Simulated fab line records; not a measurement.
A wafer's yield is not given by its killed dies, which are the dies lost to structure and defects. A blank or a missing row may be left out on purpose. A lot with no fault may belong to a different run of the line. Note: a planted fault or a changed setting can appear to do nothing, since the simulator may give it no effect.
fab line records -- flow berkeley-cmos170
record: lots: 14, wafers: 42, last-day: 13
route steps=331 shown NLDD@164 PSD@178 BACKSIDE@202
lots with no fault: from the same line, run without faults
start-h: start of the lot's first displayed wafer, in hours after the record's first day -- wait-h: hours from the lot's prior step to this one -- " the same as in the row above -- L1.1+2: a row that stands for several wafers -- - either no value or no given start -- * or withheld: withheld -- < > ~ a bound
route shown NAME@n: a module of which the file shows steps, and the number in the route of the first -- usual: average and standard deviation across the fault-free wafers -- same: alike in all rows -- chamber/n: place in a boat -- sites: readings site by site -- _std_site: standard deviation of those values -- _edge_site: mean of outer sites minus mean of inner sites -- radius-mm: for every site, how far away it sits from the centre of the wafer -- mask NAME#n: copy n -- behind: the last tool/chamber to shape the wafer -- hold: why the lot was held/for how many hours/how that ended -- device: whichever transistor did not switch (one of n, p or np) -- end of line: the tests these same wafers got at the end of their route -- a step with no rows: only its recipe -- killed: at the first sort, the dies lost to defects and structure; wafer yield is something else -- map: shows each die of a wafer: x if killed, . if not, _ if none is there
set.NAME: the setting the step ran with; set.NAME@STEP: the setting that earlier step ran with -- model.NAME: the simulator's own value behind a step, which no gauge read
route steps across a sampled set of lots; one table per step, one row per wafer
services: the hour from which a tool's chamber was out of use, counted from the record's first day as start-h (under 0 if before that day), plus the number of hours and why
== steps ==
step: UCB170_NLDD_CD_MEAS_06
recipe: target-cd-nm: 1200
usual: cd-nm: 1199.4/1.9
lot.wafer,tool,chamber,start-h,wait-h,cd-nm
L802.1,cd-sem-02,-,137.17,-,1198.2
L802.3,cd-sem-02,-,137.17,-,1198.2
L802.4,cd-sem-02,-,137.17,-,1197.7
L803.1,cd-sem-01,-,156.16,-,1201.3
L803.4,cd-sem-01,-,156.16,-,1201.2
L803.6,cd-sem-01,-,156.16,-,1200.0
L805.1,cd-sem-01,-,156.44,-,1200.8
L805.3,cd-sem-01,-,156.44,-,1199.1
L805.5,cd-sem-01,-,156.44,-,1200.9
L804.4,cd-sem-02,-,156.73,-,1196.6
L804.5,cd-sem-02,-,156.73,-,1196.6
L804.6,cd-sem-02,-,156.73,-,1195.7
L808.3,cd-sem-02,-,165.19,-,1199.2
L808.4,cd-sem-02,-,165.19,-,1199.2
L808.5,cd-sem-02,-,165.19,-,1198.5
L813.4,cd-sem-01,-,194.21,-,1199.5
L813.5,cd-sem-01,-,194.21,-,1200.3
L813.6,cd-sem-01,-,194.21,-,1199.6
L812.2,cd-sem-02,-,194.44,-,1199.6
L812.3,cd-sem-02,-,194.44,-,1198.0
L812.5,cd-sem-02,-,194.44,-,1198.5
L814.3,cd-sem-01,-,216.08,-,1200.7
L814.5,cd-sem-01,-,216.08,-,1200.9
L814.6,cd-sem-01,-,216.08,-,1202.6
L815.3,cd-sem-01,-,219.37,-,1198.0
L815.5,cd-sem-01,-,219.37,-,1198.0
L815.6,cd-sem-01,-,219.37,-,1199.5
L816.2,cd-sem-02,-,228.37,-,1197.1
L816.5,cd-sem-02,-,228.37,-,1197.6
L816.6,cd-sem-02,-,228.37,-,1196.0
L818.1,cd-sem-01,-,228.59,-,1198.0
L818.2,cd-sem-01,-,228.59,-,1198.3
L818.6,cd-sem-01,-,228.59,-,1198.7
L817.3,cd-sem-02,-,228.87,-,1200.3
L817.5,cd-sem-02,-,228.87,-,1200.3
L817.6,cd-sem-02,-,228.87,-,1199.4
L823.1,cd-sem-01,-,260.65,-,1199.1
L823.2,cd-sem-01,-,260.65,-,1198.4
L823.6,cd-sem-01,-,260.65,-,1198.9
L825.3,cd-sem-01,-,268.41,-,1202.7
L825.4,cd-sem-01,-,268.41,-,1201.9
L825.6,cd-sem-01,-,268.41,-,1203.0
step: UCB170_NLDD_TW_MEAS_11
usual: NLDD_TW: 2210/20
lot.wafer,tool,chamber,start-h,wait-h,NLDD_TW
L802.1,film-metro-04,-,137.73,0.1,2205
L802.3,film-metro-04,-,137.73,0.1,2180
L802.4,film-metro-04,-,137.73,0.1,2177
L803.1,film-metro-02,-,156.72,0.1,2232
L803.4,film-metro-02,-,156.72,0.1,2244
L803.6,film-metro-02,-,156.72,0.1,2248
L805.1,film-metro-03,-,156.99,0.1,2212
L805.3,film-metro-03,-,156.99,0.1,2221
L805.5,film-metro-03,-,156.99,0.1,2216
L804.4,film-metro-04,-,157.25,0.1,2204
L804.5,film-metro-04,-,157.25,0.1,2200
L804.6,film-metro-04,-,157.25,0.1,2189
L808.3,film-metro-02,-,165.72,0.1,2224
L808.4,film-metro-02,-,165.72,0.1,2249
L808.5,film-metro-02,-,165.72,0.1,2235
L813.4,film-metro-04,-,194.74,0.1,2189
L813.5,film-metro-04,-,194.74,0.1,2182
L813.6,film-metro-04,-,194.74,0.1,2184
L812.2,film-metro-03,-,194.99,0.1,2215
L812.3,film-metro-03,-,194.99,0.1,2212
L812.5,film-metro-03,-,194.99,0.1,2217
L814.3,film-metro-04,-,216.61,0.1,2176
L814.5,film-metro-04,-,216.61,0.1,2175
L814.6,film-metro-04,-,216.61,0.1,2179
L815.3,film-metro-03,-,219.91,0.1,2207
L815.5,film-metro-03,-,219.91,0.1,2217
L815.6,film-metro-03,-,219.91,0.1,2214
L816.2,film-metro-02,-,228.91,0.1,2227
L816.5,film-metro-02,-,228.91,0.1,2236
L816.6,film-metro-02,-,228.91,0.1,2226
L818.1,film-metro-03,-,229.14,0.1,2218
L818.2,film-metro-03,-,229.14,0.1,2207
L818.6,film-metro-03,-,229.14,0.1,2205
L817.3,film-metro-04,-,229.41,0.1,2186
L817.5,film-metro-04,-,229.41,0.1,2189
L817.6,film-metro-04,-,229.41,0.1,2189
L823.1,film-metro-03,-,261.21,0.1,2229
L823.2,film-metro-03,-,261.21,0.1,2224
L823.6,film-metro-03,-,261.21,0.1,2221
L825.3,film-metro-04,-,268.94,0.1,2197
L825.4,film-metro-04,-,268.94,0.1,2187
L825.6,film-metro-04,-,268.94,0.1,2190
step: UCB170_PSD_EXPOSE_03
recipe: mask-id: PSELECT_MOD, na: 0.5, sigma-outer: 0.6, source-shape: conventional, target-cd-nm: 1200, dose-mj: 30
usual: exposure-dose-mJ-cm2: 29.985/0.026, focus-offset-nm: 0.0/0.58
lot.wafer,tool,chamber,start-h,wait-h,mask,exposure-dose-mJ-cm2,focus-offset-nm
L802.1,krf-scanner-02,0,142.51,0.3,PSELECT_MOD#0,30.027,0.7
L802.3,krf-scanner-02,0,142.51,0.3,PSELECT_MOD#0,30.014,0.5
L802.4,krf-scanner-02,0,142.51,0.3,PSELECT_MOD#0,30.003,0.7
L803.1,krf-scanner-01,0,163.86,0.2,PSELECT_MOD#0,30.000,-0.2
L803.4,krf-scanner-01,0,163.86,0.2,PSELECT_MOD#0,29.984,-0.3
L803.6,krf-scanner-01,0,163.86,0.2,PSELECT_MOD#0,29.953,-0.2
L804.4,krf-scanner-02,0,164.16,0.5,PSELECT_MOD#0,30.035,-0.2
L804.5,krf-scanner-02,0,164.16,0.5,PSELECT_MOD#0,30.006,0.3
L804.6,krf-scanner-02,0,164.16,0.5,PSELECT_MOD#0,30.003,-0.1
L805.1,krf-scanner-02,0,164.22,0.5,PSELECT_MOD#0,30.057,-0.6
L805.3,krf-scanner-02,0,164.22,0.5,PSELECT_MOD#0,29.951,0.3
L805.5,krf-scanner-02,0,164.22,0.5,PSELECT_MOD#0,29.978,-0.1
L808.3,krf-scanner-01,0,171.81,0.2,PSELECT_MOD#0,30.016,-0.6
L808.4,krf-scanner-01,0,171.81,0.2,PSELECT_MOD#0,29.996,-0.8
L808.5,krf-scanner-01,0,171.81,0.2,PSELECT_MOD#0,30.007,0.0
L813.4,krf-scanner-01,0,201.89,0.1,PSELECT_MOD#0,29.970,-1.2
L813.5,krf-scanner-01,0,201.89,0.1,PSELECT_MOD#0,30.001,-0.4
L813.6,krf-scanner-01,0,201.89,0.1,PSELECT_MOD#0,29.969,-0.8
L812.2,krf-scanner-02,0,202.09,0.4,PSELECT_MOD#0,30.004,-0.2
L812.3,krf-scanner-02,0,202.09,0.4,PSELECT_MOD#0,29.968,-0.2
L812.5,krf-scanner-02,0,202.09,0.4,PSELECT_MOD#0,29.979,0.2
L814.3,krf-scanner-01,0,223.36,0.2,PSELECT_MOD#0,30.006,0.1
L814.5,krf-scanner-01,0,223.36,0.2,PSELECT_MOD#0,29.997,-0.2
L814.6,krf-scanner-01,0,223.36,0.2,PSELECT_MOD#0,29.958,-0.1
L815.3,krf-scanner-02,0,223.60,0.3,PSELECT_MOD#0,29.989,0.4
L815.5,krf-scanner-02,0,223.60,0.3,PSELECT_MOD#0,29.987,-0.3
L815.6,krf-scanner-02,0,223.60,0.3,PSELECT_MOD#0,30.030,-0.4
L816.2,krf-scanner-02,0,236.68,0.1,PSELECT_MOD#0,31.910,-0.5
L816.5,krf-scanner-02,0,236.68,0.1,PSELECT_MOD#0,31.912,0.0
L816.6,krf-scanner-02,0,236.68,0.1,PSELECT_MOD#0,31.939,0.3
L817.3,krf-scanner-01,0,237.16,0.2,PSELECT_MOD#0,29.968,0.7
L817.5,krf-scanner-01,0,237.16,0.2,PSELECT_MOD#0,29.968,0.5
L817.6,krf-scanner-01,0,237.16,0.2,PSELECT_MOD#0,29.921,1.1
L818.1,krf-scanner-02,0,237.37,0.4,PSELECT_MOD#0,31.540,-0.8
L818.2,krf-scanner-02,0,237.37,0.4,PSELECT_MOD#0,31.530,0.2
L818.6,krf-scanner-02,0,237.37,0.4,PSELECT_MOD#0,31.545,0.3
L823.1,krf-scanner-01,0,268.19,0.2,PSELECT_MOD#0,29.964,0.5
L823.2,krf-scanner-01,0,268.19,0.2,PSELECT_MOD#0,29.965,0.3
L823.6,krf-scanner-01,0,268.19,0.2,PSELECT_MOD#0,29.950,0.5
L825.3,krf-scanner-01,0,274.24,0.1,PSELECT_MOD#0,29.981,0.0
L825.4,krf-scanner-01,0,274.24,0.1,PSELECT_MOD#0,29.954,0.5
L825.6,krf-scanner-01,0,274.24,0.1,PSELECT_MOD#0,29.963,0.6
step: UCB170_PSD_CD_MEAS_06
recipe: target-cd-nm: 1200
usual: cd-nm: 1200.4/1.6
lot.wafer,tool,chamber,start-h,wait-h,cd-nm
L802.1,cd-sem-02,-,143.08,-,1200.6
L802.3,cd-sem-02,-,143.08,-,1201.3
L802.4,cd-sem-02,-,143.08,-,1201.1
L803.1,cd-sem-02,-,164.25,-,1201.6
L803.4,cd-sem-02,-,164.25,-,1200.6
L803.6,cd-sem-02,-,164.25,-,1202.2
L804.4,cd-sem-02,-,164.77,-,1202.7
L804.5,cd-sem-02,-,164.77,-,1202.2
L804.6,cd-sem-02,-,164.77,-,1201.4
L805.1,cd-sem-02,-,164.91,-,1200.9
L805.3,cd-sem-02,-,164.91,-,1199.8
L805.5,cd-sem-02,-,164.91,-,1199.9
L808.3,cd-sem-01,-,172.20,-,1198.6
L808.4,cd-sem-01,-,172.20,-,1199.4
L808.5,cd-sem-01,-,172.20,-,1200.9
L813.4,cd-sem-02,-,202.28,-,1202.8
L813.5,cd-sem-02,-,202.28,-,1203.2
L813.6,cd-sem-02,-,202.28,-,1203.2
L812.2,cd-sem-02,-,202.51,-,1197.7
L812.3,cd-sem-02,-,202.51,-,1199.9
L812.5,cd-sem-02,-,202.51,-,1197.9
L814.3,cd-sem-01,-,223.79,-,1199.8
L814.5,cd-sem-01,-,223.79,-,1199.7
L814.6,cd-sem-01,-,223.79,-,1200.3
L815.3,cd-sem-02,-,224.00,-,1199.4
L815.5,cd-sem-02,-,224.00,-,1200.1
L815.6,cd-sem-02,-,224.00,-,1198.8
L816.2,cd-sem-01,-,237.29,-,1212.8
L816.5,cd-sem-01,-,237.29,-,1213.5
L816.6,cd-sem-01,-,237.29,-,1213.2
L817.3,cd-sem-02,-,237.56,-,1200.3
L817.5,cd-sem-02,-,237.56,-,1201.7
L817.6,cd-sem-02,-,237.56,-,1201.3
L818.1,cd-sem-02,-,237.76,-,1208.3
L818.2,cd-sem-02,-,237.76,-,1208.6
L818.6,cd-sem-02,-,237.76,-,1208.3
L823.1,cd-sem-01,-,268.64,-,1201.1
L823.2,cd-sem-01,-,268.64,-,1200.5
L823.6,cd-sem-01,-,268.64,-,1200.5
L825.3,cd-sem-01,-,274.79,-,1197.9
L825.4,cd-sem-01,-,274.79,-,1199.2
L825.6,cd-sem-01,-,274.79,-,1199.5
step: UCB170_BACKSIDE_STRIP_03
recipe: chemistry: O2, power-w: 400, pressure-mtorr: 3500, platen-temp-c: withheld, o2-flow-sccm: 400, overash-fraction: 0.5
usual: drypump-motor-current-A: 5.9/0.38, oes-product-au: 0.735/0.0047, strip-time-to-endpoint-s: 21.96/0.057
lot.wafer,tool,chamber,start-h,wait-h,drypump-motor-current-A,oes-product-au,rf-hours-counter-h,strip-time-to-endpoint-s
L802.1,plasma-asher-04,0,147.42,0.1,6.4,0.741,44,21.93
L802.3,plasma-asher-04,1,147.42,0.1,5.5,0.741,-,21.98
L802.4,plasma-asher-04,0,147.42,0.1,6.4,0.734,-,21.95
L803.1,plasma-asher-04,0,167.53,0.1,6.4,0.741,46,21.89
L803.4,plasma-asher-04,1,167.53,0.1,5.5,0.729,-,21.90
L803.6,plasma-asher-04,0,167.53,0.1,6.4,0.730,-,21.97
L804.4,plasma-asher-03,0,168.46,0.1,5.9,0.739,-,22.04
L804.5,plasma-asher-03,1,168.46,0.1,5.5,0.733,-,22.02
L804.6,plasma-asher-03,0,168.46,0.1,5.8,0.736,-,22.02
L805.1,plasma-asher-03,1,169.67,0.1,5.5,0.741,6,21.95
L805.3,plasma-asher-03,1,169.67,0.1,5.5,0.731,-,22.03
L805.5,plasma-asher-03,0,169.67,0.1,5.8,0.729,-,22.04
L808.3,plasma-asher-02,0,174.99,0.1,6.4,0.731,-,21.98
L808.4,plasma-asher-02,1,174.99,0.1,6.1,0.742,-,21.95
L808.5,plasma-asher-02,1,174.99,0.1,6.2,0.741,-,21.93
L813.4,plasma-asher-03,1,205.04,0.1,5.4,0.735,-,21.95
L813.5,plasma-asher-03,0,205.04,0.1,5.8,0.733,-,22.00
L813.6,plasma-asher-03,1,205.04,0.1,5.5,0.730,-,22.00
L812.2,plasma-asher-02,1,205.24,0.1,6.1,0.730,50,21.96
L812.3,plasma-asher-02,1,205.24,0.1,6.1,0.739,-,22.03
L812.5,plasma-asher-02,1,205.24,0.1,6.1,0.738,-,22.08
L814.3,plasma-asher-04,0,226.61,0.1,6.4,0.730,-,21.96
L814.5,plasma-asher-04,0,226.61,0.1,6.4,0.741,-,22.00
L814.6,plasma-asher-04,1,226.61,0.1,5.5,0.733,-,21.99
L815.3,plasma-asher-02,0,227.06,0.1,6.4,0.734,-,22.01
L815.5,plasma-asher-02,0,227.06,0.1,6.4,0.735,-,21.92
L815.6,plasma-asher-02,1,227.06,0.1,6.1,0.734,-,21.84
L817.3,plasma-asher-03,0,241.43,0.1,5.8,0.743,-,22.02
L817.5,plasma-asher-03,0,241.43,0.1,5.9,0.727,-,22.05
L817.6,plasma-asher-03,1,241.43,0.1,5.5,0.726,-,21.94
L816.2,plasma-asher-03,1,241.59,0.1,5.5,0.731,13,21.90
L816.5,plasma-asher-03,0,241.59,0.1,5.9,0.731,-,21.85
L816.6,plasma-asher-03,1,241.59,0.1,5.5,0.731,-,21.90
L818.1,plasma-asher-03,1,242.04,0.1,5.5,0.737,13,22.08
L818.2,plasma-asher-03,0,242.04,0.1,5.8,0.732,13,21.98
L818.6,plasma-asher-03,1,242.04,0.1,5.5,0.730,-,22.01
L823.1,plasma-asher-03,1,271.38,0.1,5.5,0.742,16,21.91
L823.2,plasma-asher-03,0,271.38,0.1,5.8,0.737,16,21.96
L823.6,plasma-asher-03,0,271.38,0.1,5.8,0.732,-,21.95
L825.3,plasma-asher-02,1,277.55,0.1,6.1,0.741,-,21.98
L825.4,plasma-asher-02,0,277.55,0.1,6.4,0.736,-,21.96
L825.6,plasma-asher-02,1,277.55,0.1,6.1,0.735,-,21.85
== services ==
tool,chamber,start-h,hours,kind
krf-scanner-01,-,123.75,0.2,repair
plasma-asher-04,-,125.17,15.6,pm
krf-scanner-02,-,131.13,1.0,pm
krf-scanner-02,-,144.84,3.6,pm
krf-scanner-02,0,153.93,-,calibration
krf-scanner-01,-,155.49,1.0,pm
krf-scanner-01,0,155.79,-,calibration
krf-scanner-01,-,157.32,0.6,repair
krf-scanner-01,-,166.84,1.3,pm
krf-scanner-02,-,175.65,8.2,repair
krf-scanner-01,-,207.24,0.8,pm
krf-scanner-02,-,213.20,0.8,pm
krf-scanner-02,-,214.33,1.3,pm
krf-scanner-02,-,216.35,0.4,repair
plasma-asher-03,-,218.62,8.3,repair
krf-scanner-01,-,219.01,0.8,pm
plasma-asher-02,-,236.25,7.7,repair
krf-scanner-02,-,239.63,40.7,repair
krf-scanner-02,-,244.88,0.2,repair
== key ==
first-sign: step: UCB170_PSD_EXPOSE_03, reading: exposure-dose-mJ-cm2, direction: up, sigmas: 68, usual: 29.985, struck: 31.729
effect: step: UCB170_PSD_CD_MEAS_06, reading: cd-nm, direction: up, sigmas: 6.4, usual: 1200.4, struck: 1210.8, through: control-loop
met-at UCB170_PSD_EXPOSE_03
struck-lots L816,L818
sort-left-out L818.1,L818.2,L818.6
tester-left-out L816,L818
loop-trim: step: UCB170_PSD_EXPOSE_03, setting: dose, lots: L818
not-acting-at UCB170_NLDD_CD_MEAS_06,UCB170_NLDD_TW_MEAS_11,UCB170_BACKSIDE_STRIP_03
onset-between 223.60 236.68
fault: kind: process-parameter-drift, tool: krf-scanner-02, chamber: -, onset-h: 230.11, steps: UCB170_PSD_EXPOSE_03, channel: dose-mj, offset: 1.9118, shape: step, acts-in: these-recipes-only, stated: 30
tester-left-out: of these lots the tester's yield and bins aren't shown, on N5 and GAA mostly nor the transistor test; their killed dies are dies lost to structure and defects alone, not to doping, threshold or leakage, so they don't give the yield
sort-left-out: the simulated sort isn't trusted on such a fault, so these wafers' sort isn't shown, and their yield isn't known
loop-trim: a control loop set the setting to another value than it would have without faults
